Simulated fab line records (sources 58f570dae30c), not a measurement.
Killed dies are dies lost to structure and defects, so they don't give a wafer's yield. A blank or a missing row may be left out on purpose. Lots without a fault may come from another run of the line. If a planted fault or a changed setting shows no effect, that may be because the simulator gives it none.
2 desks looking at one fault | flow berkeleyCmos170 | every desk sees just its own numbers, and what lay behind them comes last

TOOL OWNER'S DESK, furnace-02
The tool's own readings at UCB170_WELLDRIVE_OXIDATION_01 (target thk 199 nm, ox time 9000 s): means of the sampled wafers that have a number, for each lot that ran on this tool. Marked OUT: a lot whose mean sits more than 4 standard deviations from the usual mean, which makes it out of limits; the brackets give that distance.
Columns: A = spikeTcCentreC at UCB170_WELLDRIVE_OXIDATION_01, usual 1102.5 C; B = spikeTcLoadC at UCB170_WELLDRIVE_OXIDATION_01, usual 1127 C; C = spikeTcSourceC at UCB170_WELLDRIVE_OXIDATION_01, usual 1127.3 C; D = tubeCenterTempC at UCB170_WELLDRIVE_OXIDATION_01, usual 1100 C; E = tube_center_temp_C_max at UCB170_WELLDRIVE_OXIDATION_01, usual 1102.9; F = zonePowerCentrePct at UCB170_WELLDRIVE_OXIDATION_01, usual 49.5 %; G = zonePowerSourcePct at UCB170_WELLDRIVE_OXIDATION_01, usual 41.7 %
lot  | first seen here | A                | B    | C                | D                      | E                | F    | G
L395 | day 4 01:32     | 1104.7           | 1133 | 1127.5           | 1100                   | 1102.9           | 48.9 | 47.2
L404 | day 5 20:08     | 1104.1           | 1133 | 1127.7           | 1100                   | 1102.9           | 48.9 | 47.5
L405 | day 6 05:38     | 1104.7           | 1134 | 1128.8           | 1100                   | 1103.0           | 48.7 | 47.7
L406 | day 6 13:23     | 1083.6 (-14) OUT | 1113 | 1107.8 (-15) OUT | 1080 (-99 or more) OUT | 1082.9 (-39) OUT | 48.1 | 45.4
L407 | day 6 13:23     | 1083.5 (-14) OUT | 1113 | 1106.3 (-16) OUT | 1080 (-99 or more) OUT | 1083.1 (-38) OUT | 47.7 | 45.2
Finding of this desk: L406, L407 out of limits; the first was L406 at day 6 13:23, on spikeTcCentreC at UCB170_WELLDRIVE_OXIDATION_01. L395, L404, L405 stayed within limits.

FROM THE METROLOGY DESK
What the gauges read, lot by lot, whatever tool the lot ran on: means of the sampled wafers that have a number. Marked OUT: a lot whose mean sits more than 4 standard deviations from the usual mean, which makes it out of limits; the brackets give that distance.
Columns: A = WELLDRIVE_OXIDE_THK at UCB170_WELLDRIVE_THK_MEAS_02, usual 200.0 nm; B = NSD_OVL at UCB170_NSD_OVL_MEAS_07, usual 1 nm; C = cdNm at UCB170_M3_CD_MEAS_15, usual 700.3 nm
lot  | first seen here | A                | B   | C
L395 | day 4 05:02     | 198.4            | 8   | 700.4
L397 | day 4 13:39     | 203.7            | 3   | 702.7
L398 | day 4 13:40     | 197.2            | 7   | 698.7
L399 | day 4 13:43     | 200.8            | -6  | 700.7
L403 | day 5 04:05     | 198.9            | -3  | 700.0
L401 | day 5 04:05     | 197.9            | 5   | 699.4
L402 | day 5 04:07     | 196.3            | 2   | 700.0
L404 | day 5 23:39     | 196.8            | -10 | 701.8
L405 | day 6 09:08     | 198.3            | 7   | 699.4
L406 | day 6 16:53     | 174.8 (-9.0) OUT | 2   | 700.4
L407 | day 6 16:54     | 175.6 (-8.7) OUT | -3  | 701.1
L408 | day 6 22:20     | 202.6            | -0  | 698.0
L417 | day 8 06:53     | 199.8            | -3  | 700.2
L416 | day 8 06:54     | 198.7            | 4   | 700.5
Per this desk, out of limits: L406, L407; the first was L406, day 6 16:53 (WELLDRIVE_OXIDE_THK at UCB170_WELLDRIVE_THK_MEAS_02). L395, L397, L398, L399, L403, L401, L402, L404, L405, L408, L417, L416 stayed within limits.

BROUGHT TOGETHER
On L406, L407, at day 6 13:23, an alarm was possible from the tool owner's desk.
On L406, L407, the metrology desk was in a position to raise an alarm at day 6 16:53.
Of the lots named, all ran UCB170_WELLDRIVE_OXIDATION_01 on furnace-02.

WHAT THE SIMULATOR PUT IN
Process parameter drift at UCB170_WELLDRIVE_OXIDATION_01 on furnace-02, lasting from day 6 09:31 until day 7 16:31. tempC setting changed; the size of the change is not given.
Shown lots that were struck: L406, L407.
Fault start to first reading out of limits, in hours, per desk: tool owner, 4; metrology, 7.
